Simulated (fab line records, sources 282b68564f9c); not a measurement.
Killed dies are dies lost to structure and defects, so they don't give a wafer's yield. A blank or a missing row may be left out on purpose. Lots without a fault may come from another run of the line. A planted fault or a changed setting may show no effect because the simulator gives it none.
Which tool did it? | flow rit_cmos | 15 lots, 45 wafers sampled, at 5 steps of a route of 202

WHAT THE GAUGES READ, wafer by wafer
RIT_REOX_THK_MEAS_04. Usual: REOX_OXIDE_THK 25.2 nm, standard deviation 0.37.
lot  | measured    | on            | REOX_OXIDE_THK (nm) | flag
L931 | day 3 09:02 | film_metro-02 | 25.5 25.6 25.5      |
L936 | day 4 08:38 | film_metro-02 | 25.2 25.0 24.6      |
L939 | day 4 21:14 | film_metro-01 | 25.5 25.5 25.4      |
L940 | day 5 03:36 | film_metro-04 | 25.1 25.1 25.2      |
L941 | day 5 06:10 | film_metro-02 | 24.9 24.6 25.1      |
L942 | day 5 12:34 | film_metro-01 | 25.5 25.7 26.1      |
L943 | day 5 19:04 | film_metro-01 | 25.6 25.5 25.7      |
L944 | day 5 23:04 | film_metro-04 | 25.6 25.6 25.0      |
L945 | day 6 00:56 | film_metro-04 | 25.7 25.4 25.6      |
L947 | day 6 14:47 | film_metro-02 | 25.6 25.1 25.0      |
L948 | day 6 20:14 | film_metro-04 | 24.9 25.2 24.8      |
L949 | day 7 01:29 | film_metro-01 | 24.5 24.5 24.3      |
L950 | day 7 04:02 | film_metro-01 | 24.8 25.0 25.1      |
L951 | day 7 08:06 | film_metro-01 | 25.3 25.5 25.6      |
L952 | day 7 18:32 | film_metro-04 | 25.8 25.3 25.4      |

RIT_SDANNEAL_RS_MEAS_05: measures by four-point-probe. Usual: NSD_RS 84.50 ohm/sq, standard deviation 0.28.
lot  | measured    | on            | NSD_RS (ohm/sq)   | flag
L931 | day 3 18:38 | film_metro-03 | 84.70 84.87 84.41 |
L936 | day 4 18:26 | film_metro-01 | 84.39 84.86 84.51 |
L939 | day 5 06:26 | film_metro-01 | 84.94 85.11 84.98 |
L940 | day 5 12:47 | film_metro-02 | 84.31 84.22 84.22 |
L941 | day 5 15:15 | film_metro-02 | 84.54 84.47 84.28 |
L942 | day 5 21:58 | film_metro-03 | 84.74 84.70 84.57 |
L943 | day 6 04:14 | film_metro-02 | 84.52 84.71 84.35 |
L944 | day 6 08:22 | film_metro-01 | 84.25 84.26 84.31 |
L945 | day 6 10:36 | film_metro-01 | 84.61 84.75 85.09 |
L947 | day 7 00:11 | film_metro-03 | 84.66 84.51 84.75 |
L948 | day 7 05:08 | film_metro-03 | 84.63 84.71 84.54 |
L949 | day 7 11:07 | film_metro-03 | 84.48 84.25 84.19 |
L950 | day 7 13:20 | film_metro-01 | 84.77 84.73 84.83 |
L951 | day 7 17:02 | film_metro-02 | 84.22 84.36 84.31 |
L952 | day 8 03:46 | film_metro-03 | 84.41 84.19 84.46 |

RIT_CONTACT_CD_MEAS_08: target cd 1000 nm. Usual: cd_nm 999.8 nm, standard deviation 2.1.
lot  | measured    | on        | cd_nm (nm)           | flag
L931 | day 3 20:39 | cd_sem-01 | 998.6 998.3 999.6    |
L936 | day 4 20:23 | cd_sem-01 | 998.1 996.5 999.0    |
L939 | day 5 08:31 | cd_sem-02 | - - -                | OFF
L940 | day 5 14:53 | cd_sem-01 | - - -                | OFF
L941 | day 5 17:30 | cd_sem-01 | - - -                | OFF
L942 | day 6 00:06 | cd_sem-02 | 999.5 999.0 999.0    |
L943 | day 6 06:11 | cd_sem-01 | 998.6 998.2 999.9    |
L944 | day 6 10:32 | cd_sem-01 | 1000.2 1000.5 999.0  |
L945 | day 6 12:33 | cd_sem-01 | 1001.8 1001.6 999.1  |
L947 | day 7 02:16 | cd_sem-01 | 996.6 996.4 996.6    |
L948 | day 7 07:05 | cd_sem-02 | 999.8 1001.2 999.4   |
L949 | day 7 13:05 | cd_sem-01 | 1000.6 1001.0 1002.9 |
L950 | day 7 15:25 | cd_sem-02 | 1000.2 996.0 999.6   |
L951 | day 7 19:07 | cd_sem-02 | 1000.1 1002.5 1001.6 |
L952 | day 8 06:02 | cd_sem-02 | 1001.2 1000.5 1001.4 |

WHICH TOOL RAN EACH LOT (tool, then ch and the chambers of the sampled wafers, then the start)
lot  | RIT_GATE_STRIP_20                   | RIT_CONTACT_COAT_03
L931 | plasma_asher-04 ch 0,1, day 3 05:49 | litho_track-01 ch 0, day 3 19:50
L936 | plasma_asher-04 ch 0,1, day 4 05:19 | litho_track-04 ch 0, day 4 19:35
L939 | plasma_asher-01 ch 0,1, day 4 17:26 | litho_track-03, day 5 07:35
L940 | plasma_asher-04 ch 0,1, day 4 23:59 | litho_track-04, day 5 13:56
L941 | plasma_asher-01 ch 0,1, day 5 01:52 | litho_track-01, day 5 16:34
L942 | plasma_asher-01 ch 0,1, day 5 07:20 | litho_track-03 ch 0, day 5 23:10
L943 | plasma_asher-02 ch 0,1, day 5 15:48 | litho_track-03 ch 0, day 6 05:23
L944 | plasma_asher-04 ch 0,1, day 5 18:34 | litho_track-01 ch 0, day 6 09:36
L945 | plasma_asher-02 ch 0, day 5 21:36   | litho_track-03 ch 0, day 6 11:44
L947 | plasma_asher-04 ch 0,1, day 6 09:47 | litho_track-03 ch 0, day 7 01:19
L948 | plasma_asher-02 ch 0,1, day 6 17:01 | litho_track-03 ch 0, day 7 06:17
L949 | plasma_asher-04 ch 0,1, day 6 20:18 | litho_track-04 ch 0, day 7 12:16
L950 | plasma_asher-02 ch 0,1, day 6 23:44 | litho_track-04 ch 0, day 7 14:29
L951 | plasma_asher-01 ch 0,1, day 7 04:53 | litho_track-03 ch 0, day 7 18:11
L952 | plasma_asher-01 ch 1, day 7 13:36   | litho_track-03 ch 0, day 8 05:05
- RIT_GATE_STRIP_20: strips in O2, time 180 s.
- RIT_CONTACT_COAT_03: resist thk 1000 nm.

WHAT THE TOOLS THEMSELVES READ (means of the sampled wafers that have a number; where no wafer has one, the mark that the record gives instead)
RIT_GATE_STRIP_20. Usual: drypump_motor_current_A 5.4 A, standard deviation 0.44.
lot  | tool            | drypump_motor_current_A (A) | flag
L931 | plasma_asher-04 | 5.6                         |
L936 | plasma_asher-04 | 5.8                         |
L939 | plasma_asher-01 | 5.5                         |
L940 | plasma_asher-04 | 5.6                         |
L941 | plasma_asher-01 | 5.1                         |
L942 | plasma_asher-01 | 5.1                         |
L943 | plasma_asher-02 | 5.2                         |
L944 | plasma_asher-04 | 5.8                         |
L945 | plasma_asher-02 | 5.3                         |
L947 | plasma_asher-04 | 5.8                         |
L948 | plasma_asher-02 | 5.2                         |
L949 | plasma_asher-04 | 5.8                         |
L950 | plasma_asher-02 | 5.2                         |
L951 | plasma_asher-01 | 5.1                         |
L952 | plasma_asher-01 | 4.8                         |

RIT_CONTACT_COAT_03. Usual: chill_plate_temp_C 23.01 C, standard deviation 0.1; dispense_pressure_kPa 50 kPa, standard deviation 5.1.
lot  | tool           | chill_plate_temp_C (C) | dispense_pressure_kPa (kPa) | flag
L931 | litho_track-01 | 22.85                  | 57                          |
L936 | litho_track-04 | 23.06                  | 43                          |
L939 | litho_track-03 | -                      | -                           | OFF
L940 | litho_track-04 | -                      | -                           | OFF
L941 | litho_track-01 | -                      | -                           | OFF
L942 | litho_track-03 | 22.93                  | 50                          |
L943 | litho_track-03 | 22.99                  | 50                          |
L944 | litho_track-01 | 23.06                  | 57                          |
L945 | litho_track-03 | 23.08                  | 50                          |
L947 | litho_track-03 | 22.84                  | 50                          |
L948 | litho_track-03 | 23.10                  | 50                          |
L949 | litho_track-04 | 23.15                  | 43                          |
L950 | litho_track-04 | 23.11                  | 43                          |
L951 | litho_track-03 | 23.03                  | 50                          |
L952 | litho_track-03 | 23.00                  | 50                          |

THE ANSWER, worked out from the rows above alone
Rule: a lot is off if the mean of its wafers that have a number lies more than 3 standard deviations from the usual mean. A lot without any number at a reading at which 4 lots or more have one is off too. The other lots that the step has rows for count as sound. The gauges are gone through in route order, then the tools' own readings, and for those a lot's mean is taken as printed above. The first step at which some lot is off is used, and at that step the reading that is off furthest; a lot without a number counts as furthest.
Off: L939, L940, L941, at RIT_CONTACT_CD_MEAS_08 (cd_nm). Without a number there: L939, L940, L941.
A tool fits if, at a process step before that reading, it ran every lot that is off, and no sound lot after the first of them. The gauges at RIT_CONTACT_CD_MEAS_08 aren't tried: what is off there is off at RIT_CONTACT_COAT_03 too, on other tools, and a gauge's error can't cause that. None of those tried fits.

WHAT THE SIMULATOR HAD PUT IN
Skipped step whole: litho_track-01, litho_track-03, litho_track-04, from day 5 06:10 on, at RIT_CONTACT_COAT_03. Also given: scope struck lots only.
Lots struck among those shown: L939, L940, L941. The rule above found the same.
